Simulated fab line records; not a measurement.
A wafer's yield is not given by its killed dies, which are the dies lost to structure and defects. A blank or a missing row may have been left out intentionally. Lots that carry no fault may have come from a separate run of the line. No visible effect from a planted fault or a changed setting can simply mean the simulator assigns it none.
A single fault, viewed from 2 desks    flow rit_cmos    what lay behind the numbers comes last; until then each desk has only its own

THE TOOL OWNER'S DESK: pvd_sputter-03
The tool's own readings at RIT_SILICIDE_SPUTTER_01 (material Ti, target thk 30 nm, time 240 s): means of the sampled wafers that have a number, for each lot that ran on this tool. Marked OUT: a lot whose mean sits more than 4 standard deviations from the usual mean, which makes it out of limits; the brackets give that distance.
Columns: A = throttle_valve_pct at RIT_SILICIDE_SPUTTER_01, usual 29.9 %
lot   first seen here  A
L839  day 3 07:21      29.1
L841  day 3 18:43      28.6
L843  day 4 00:59      29.1
L850  day 5 12:54      29.5
This desk's verdict: no lot among the 4 shows anything out of limits.

THE METROLOGY DESK
What the gauges read, lot by lot, whatever tool the lot ran on: means of the sampled wafers that have a number. Marked OUT: a lot whose mean sits more than 4 standard deviations from the usual mean, which makes it out of limits; the brackets give that distance.
Columns: A = FOX1_OXIDE_THK at RIT_FOX1_THK_MEAS_01, usual 363 nm; B = SILICIDE_TI_RS at RIT_SILICIDE_RS_MEAS_02, usual 48.0 ohm/sq; C = SILICIDE_TI_THK at RIT_SILICIDE_THK_MEAS_03, usual 29.7 nm
lot   first seen here  A    B                C
L839  day 1 18:52      361  47.2             30.2
L841  day 2 04:36      366  47.2             30.0
L842  day 2 09:23      356  48.1             29.7
L843  day 2 13:57      364  45.1 (-4.0) OUT  31.5 (+4.7) OUT
L850  day 4 01:45      362  43.4 (-6.3) OUT  32.3 (+6.8) OUT
L851  day 4 06:47      363  48.6             29.5
L853  day 4 16:52      364  49.0             29.3
L855  day 5 01:37      354  48.9             29.3
L857  day 5 11:52      362  47.8             29.7
L858  day 5 21:05      368  48.8             29.4
L859  day 6 04:47      366  48.2             29.5
L860  day 6 07:15      359  47.8             30.0
L861  day 6 07:35      359  47.7             29.8
L862  day 6 13:22      376  48.3             29.5
Per this desk, out of limits: L843, L850; the first was L843, day 4 01:09 (SILICIDE_TI_RS at RIT_SILICIDE_RS_MEAS_02). L839, L841, L842, L851, L853, L855, L857, L858, L859, L860, L861, L862: within limits.

PUT TOGETHER
Metrology desk: alarm possible at day 4 01:09 on L843, L850.
Nothing out of limits was seen by the tool owner's desk.
The tool owner's desk has L843, L850 on record, within its limits.
Every lot named ran RIT_SILICIDE_SPUTTER_01 on pvd_sputter-03.

WHAT WAS PUT IN BY THE SIMULATOR
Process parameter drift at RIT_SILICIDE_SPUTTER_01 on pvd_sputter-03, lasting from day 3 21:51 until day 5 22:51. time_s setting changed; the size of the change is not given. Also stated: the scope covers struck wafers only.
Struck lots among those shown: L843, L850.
Time in hours between the start of the fault and the first out-of-limits reading at each desk: metrology desk, 3.
